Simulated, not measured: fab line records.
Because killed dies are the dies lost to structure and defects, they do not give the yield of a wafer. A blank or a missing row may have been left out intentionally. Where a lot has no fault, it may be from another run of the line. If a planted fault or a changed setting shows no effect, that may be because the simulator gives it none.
Split-lot trial -- flow rit_cmos -- 23 wafers read across 5 lots, on a route 202 steps long

== ABOUT THE SPLIT ==
At RIT_SPACER_CVD_03 (deposits Si3N4 from SiH2Cl2/NH3, target thk 250 nm, time 3300 s), the setting time_s was moved away from the recipe's 3300 s on 20 of the 23 wafers read, by -11.0% to +10.5%. This setting was run at the recipe's value on the other wafers.

The file shows no step between the split and the reading.

== THE READING ==
At RIT_SPACER_THK_MEAS_04: SPACER_NITRIDE_THK, given in nm. Typical for fault-free wafers on this fab line: 249.3 nm, with standard deviation 2.1 nm.

wafer,"tool, chamber at the split","time_s as run, s",against the recipe,"SPACER_NITRIDE_THK, nm",against lot-mates on the recipe
L074.1,"lpcvd-02, 1",3300,recipe,249.4,-
L074.2,"lpcvd-02, 1",3300,recipe,249.6,-
L074.4,"lpcvd-02, 1",3300,recipe,246.7,-
L076.1,"-, -",2937,-11.0%,221.7,no lot-mate on the recipe
L076.2,"-, -",2937,-11.0%,222.8,no lot-mate on the recipe
L076.4,"-, -",2937,-11.0%,220.9,no lot-mate on the recipe
L076.5,"-, -",2937,-11.0%,219.9,no lot-mate on the recipe
L076.6,"-, -",2937,-11.0%,223.6,no lot-mate on the recipe
L078.1,"-, -",3646,+10.5%,276.5,no lot-mate on the recipe
L078.2,"-, -",3646,+10.5%,277.2,no lot-mate on the recipe
L078.3,"-, -",3646,+10.5%,279.5,no lot-mate on the recipe
L078.4,"-, -",3646,+10.5%,279.0,no lot-mate on the recipe
L078.5,"-, -",3646,+10.5%,274.5,no lot-mate on the recipe
L084.1,"-, -",3461,+4.9%,260.3,no lot-mate on the recipe
L084.2,"-, -",3461,+4.9%,260.9,no lot-mate on the recipe
L084.4,"-, -",3461,+4.9%,259.7,no lot-mate on the recipe
L084.5,"-, -",3461,+4.9%,260.5,no lot-mate on the recipe
L084.6,"-, -",3461,+4.9%,259.5,no lot-mate on the recipe
L085.1,"-, -",3176,-3.8%,243.0,no lot-mate on the recipe
L085.2,"-, -",3176,-3.8%,243.8,no lot-mate on the recipe
L085.3,"-, -",3176,-3.8%,242.9,no lot-mate on the recipe
L085.5,"-, -",3176,-3.8%,241.8,no lot-mate on the recipe
L085.6,"-, -",3176,-3.8%,242.7,no lot-mate on the recipe

FIT RESULTS
A straight line over all 23 wafers: SPACER_NITRIDE_THK changes by +2.51 nm for each +1% of time_s; r = +0.99; the points scatter about the line by 2.1 nm.
Too few moved wafers with a lot-mate on the recipe to fit a line net of each lot's own level.

== THE WHOLE CHAIN: every reading that the file lists as answering this split, in the file's order ==
step,what it does,reading,change (the file's fit),r (the file's)
RIT_SPACER_CVD_03,"deposits Si3N4 from SiH2Cl2/NH3, target thk 250 nm, time 3300 s","Si3N4_of_SPACER_CVD_03.thk_nm (the simulator's own value, which no gauge read)",+2.51 nm for each +1% of the setting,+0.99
RIT_SPACER_THK_MEAS_04,,SPACER_NITRIDE_THK,+2.51 for each +1% of the setting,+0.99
RIT_SPACER_ETCHBACK_05,"etches Si3N4 in SF6/CHF3, stops on SiO2, target depth 250 nm, time 240 s","etch.depth_nm (the simulator's own value, which no gauge read)",+2.51 nm for each +1% of the setting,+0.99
RIT_SPACER_ETCHBACK_05,"etches Si3N4 in SF6/CHF3, stops on SiO2, target depth 250 nm, time 240 s","Si3N4_of_SPACER_CVD_03.thk_nm (the simulator's own value, which no gauge read)",+1.96 nm for each +1% of the setting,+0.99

== THE FILE'S OWN FIT ==
SPACER_NITRIDE_THK changes by +2.51 nm for each +1% of time_s, r = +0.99.
